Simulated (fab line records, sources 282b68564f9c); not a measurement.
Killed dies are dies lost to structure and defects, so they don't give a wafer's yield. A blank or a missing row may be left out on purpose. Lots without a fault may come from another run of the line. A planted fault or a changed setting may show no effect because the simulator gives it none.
A struck lot beside a sound one | flow rit_cmos | 17 steps out of a route of 202
Sound: wafers L548.1, L548.3, L548.5. Struck: wafers L539.3, L539.5, L539.6. The cause comes at the end.
At each step with rows: each side's tool, then ch and its chambers, then its first start. Under that, the readings that differ: sound wafers | struck wafers | difference of the means | sigmas: that difference in standard deviations of wafers without a fault.
alike: readings whose means differ by less than 2 such deviations, and words and numbers that are the same on both sides. not compared: withheld readings, readings that some wafer has no value for, bounds like >300 that may hide the same value, and numbers for which the record gives no deviation and whose values overlap.
The two part at a step that has a row with sigmas, a row that says differs or no value, or rows on one side only. Numbers that don't overlap but have no deviation are shown without sigmas and don't part them. A reading that every wafer of one side lacks parts them only if that side has two wafers or more.

RIT_NWELL_TW_MEAS_10:
  sound on film_metro-01, day 5 06:25; struck on film_metro-01, day 3 03:32
  alike: NWELL_TW
then, 6 steps without rows for these wafers: RIT_PWELL_HMDS_00 (prime time 60 s); RIT_PWELL_COAT_01 (resist thk 1300 nm); RIT_PWELL_SOFTBAKE_02 (time 60 s); RIT_PWELL_EXPOSE_03 (exposes mask M3, target cd 43700 nm); RIT_PWELL_PEB_04; RIT_PWELL_DEVELOP_05 (develop time 68 s).
RIT_PWELL_OVL_MEAS_06:
  sound on overlay-01, day 5 07:29; struck on overlay-01, day 3 04:28
  alike: PWELL_OVL
then, 2 steps without rows for these wafers: RIT_PWELL_HARDBAKE_07 (time 120 s); RIT_PWELL_IMPLANT_08.
RIT_PWELL_STRIP_09: strips in O2, time 180 s.
  sound on plasma_asher-03 ch 1, day 5 07:56; struck on plasma_asher-01 ch 0,1, day 3 04:57
  alike: drypump_motor_current_A
  not compared: rf_hours_counter_h
RIT_PWELL_TW_MEAS_10:
  sound on film_metro-02, day 5 08:06; struck on film_metro-01, day 3 05:05
  alike: PWELL_TW
RIT_WELLDRIVE_ANNEAL_00: time 14700 s.
  sound on furnace-04 ch 0, day 5 09:50; struck on furnace-01 ch 0, day 3 09:20
  reading                   | sound                | struck               | difference | sigmas
  spike_tc_centre_C (C)     | 1101.9 1103.6 1102.5 | 1067.7 1066.5 1069.6 | -34.7      | -32
  zone_power_centre_pct (%) | 58.5 57.0 58.9       | 34.6 34.6 34.8       | -23.5      | -9
RIT_WELLDRIVE_RS_MEAS_01: measures by four-point-probe.
  sound on film_metro-01, day 5 14:56; struck on film_metro-02, day 3 14:28
  reading           | sound             | struck            | difference | sigmas
  NWELL_RS (ohm/sq) | 275.2 274.9 275.4 | 285.7 279.8 279.0 | +6.3       | +9
RIT_WELLDRIVE_RS_MEAS_02: measures by four-point-probe.
  sound on film_metro-01, day 5 15:03; struck on film_metro-02, day 3 14:35
  reading           | sound             | struck            | difference | sigmas
  PWELL_RS (ohm/sq) | 428.3 427.3 428.7 | 438.4 434.5 432.4 | +7.0       | +6
then, 1 step without rows for these wafers: RIT_NRETRO_HMDS_00 (prime time 60 s).
RIT_M1_PROBE_99:
  sound on prober-02, day 6 20:43; struck on prober-01, day 4 21:24
  reading                             | sound             | struck            | difference | sigmas
  model.etest.nwell_pinched.rs_ohm_sq | 339.2 335.2 337.9 | 353.4 344.4 351.6 | +12.4      |
  model.etest.pwell_pinched.rs_ohm_sq | 459.7 453.5 453.1 | 469.2 469.1 476.7 | +16.2      |
  model.etest.pwell.rs_ohm_sq         | 414.6 418.7 416.2 | 425.9 421 425.6   | +7.7       |
  model.etest.field_n.vt_v (V)        | 36.04 36.69 35.97 | 35.49 33.95 35.05 | -1.40      |
  alike: killed_at_contacts, killed_at_front_end, killed_dies, killed_on_rim, killed_open, killed_short
  not compared: model.etest.pmos_0p3.r_on_ohm_um, model.etest.pmos_turned.drive_ua_um, model.etest.pmos_narrow.drive_ua_um, model.etest.pmos_0p3.drive_ua_um

WHERE THEY PART
First at RIT_WELLDRIVE_ANNEAL_00; last, within this record, at RIT_WELLDRIVE_RS_MEAS_02. Later steps at which nothing parts them and some readings are alike: RIT_M1_PROBE_99.

WHY: what the simulator had put in
Process parameter drift: furnace-01, from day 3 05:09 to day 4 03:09, at RIT_WELLDRIVE_ANNEAL_00. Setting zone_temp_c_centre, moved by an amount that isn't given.
